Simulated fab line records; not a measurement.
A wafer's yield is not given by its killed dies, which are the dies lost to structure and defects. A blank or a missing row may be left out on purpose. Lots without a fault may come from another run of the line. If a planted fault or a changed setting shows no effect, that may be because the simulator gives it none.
A lot that was struck, set against a sound lot    flow ritCmos    16 steps out of a route of 202
Sound: wafers L388.1, L388.3, L388.4. Wafers struck: L401.2, L401.4, L401.6. The cause is given at the end.
Order at every step that has rows: each side's tool, ch and its chambers, its first start. Under that, the readings that differ: sound wafers    struck wafers    difference of the means    sigmas: that difference in standard deviations of wafers without a fault.
alike: readings whose means differ by less than 2 such deviations, and words and numbers that are the same on both sides. not compared: withheld readings, readings that some wafer has no value for, bounds like >300 that may hide the same value, and numbers for which the record gives no deviation and whose values overlap.
A row with sigmas, a row that says differs or no value, or rows on one side alone: a step with any of these is where the two part. When numbers do not overlap yet have no deviation, they are printed without sigmas and do not part them. A reading that every wafer of one side lacks parts them only if that side has two wafers or more.

RIT_CONTACT_STRIP_12: strips in O2, time 180 s.
  sound on plasmaAsher-04 ch 0,1, day 4 05:03; struck on plasmaAsher-02 ch 0,1, day 6 22:17
  alike: drypumpMotorCurrentA
  not compared: rfHoursCounterH
RIT_CONTACT_CD_MEAS_90: the cd target is 1000 nm.
  struck on cdSem-01, day 6 22:28; sound on cdSem-02, day 4 05:14
  alike: cdNm
then, 2 steps without rows for these wafers: RIT_CONTACT_CLEAN_13 (cleans in SC1, time 600 s); RIT_CONTACT_CLEAN_14 (cleans in SC2, time 600 s).
RIT_M1_SPUTTER_00: material Al, target thk 400 nm, time 500 s.
  struck on pvdSputter-03, day 6 22:55; sound on pvdSputter-02, day 4 05:43
  alike: throttleValvePct
RIT_M1_RS_MEAS_01: measurement is done with a four-point probe.
  struck on filmMetro-04, day 6 23:14; sound on filmMetro-04, day 4 06:01
  alike: M1_AL_RS
RIT_M1_THK_MEAS_02: measures by xrf.
  struck on filmMetro-04, day 6 23:21; sound on filmMetro-04, day 4 06:08
  alike: M1_AL_THK
then, 5 steps without rows for these wafers: RIT_M1_HMDS_03 (prime time 60 s); RIT_M1_COAT_04 (resist thk 1283 nm); RIT_M1_SOFTBAKE_05 (time 60 s); RIT_M1_EXPOSE_06 (exposes mask M12, target cd 2600 nm); RIT_M1_PEB_07.
RIT_M1_DEVELOP_08: develop time 68 s.
  sound on lithoTrack-02 ch 0, day 4 07:00; struck on lithoTrack-02 ch 0, day 7 00:00
  alike: exhaustPa
RIT_M1_CD_MEAS_09: the cd target is 2600 nm.
  struck on cdSem-01, day 7 00:35; sound on cdSem-02, day 4 07:11
reading    sound                 struck                difference  sigmas
cdNm (nm)  2599.1 2595.2 2598.9  2610.1 2613.6 2611.1  +13.9       +8
  not compared: hold
RIT_M1_OVL_MEAS_10:
  struck on overlay-02, day 7 02:31; sound on overlay-02, day 4 07:19
reading  sound  struck                                                                   difference                    sigmas
hold     - - -  awaitDispo/1.8h/release awaitDispo/1.8h/release awaitDispo/1.8h/release  no value on the sound wafers  
  alike: M1_OVL
RIT_M1_PROBE_99:
  struck on prober-01, day 7 06:52; sound on prober-02, day 4 12:59
  alike: defectLimitedYield, killed_at_M0_to_M3, killedAtFrontEnd, killedDies, killedOpen, killedShort, sort_bin_3_pad_short, sort_bin_5_function, sort_bin_6_memory, sortNPass, sortYieldPct

== WHERE THEY PART ==
At RIT_M1_CD_MEAS_09 first; at RIT_M1_OVL_MEAS_10 last (within this record only). Later steps at which nothing parts them and some readings are alike: RIT_M1_PROBE_99.

WHY: what had been put in by the simulator
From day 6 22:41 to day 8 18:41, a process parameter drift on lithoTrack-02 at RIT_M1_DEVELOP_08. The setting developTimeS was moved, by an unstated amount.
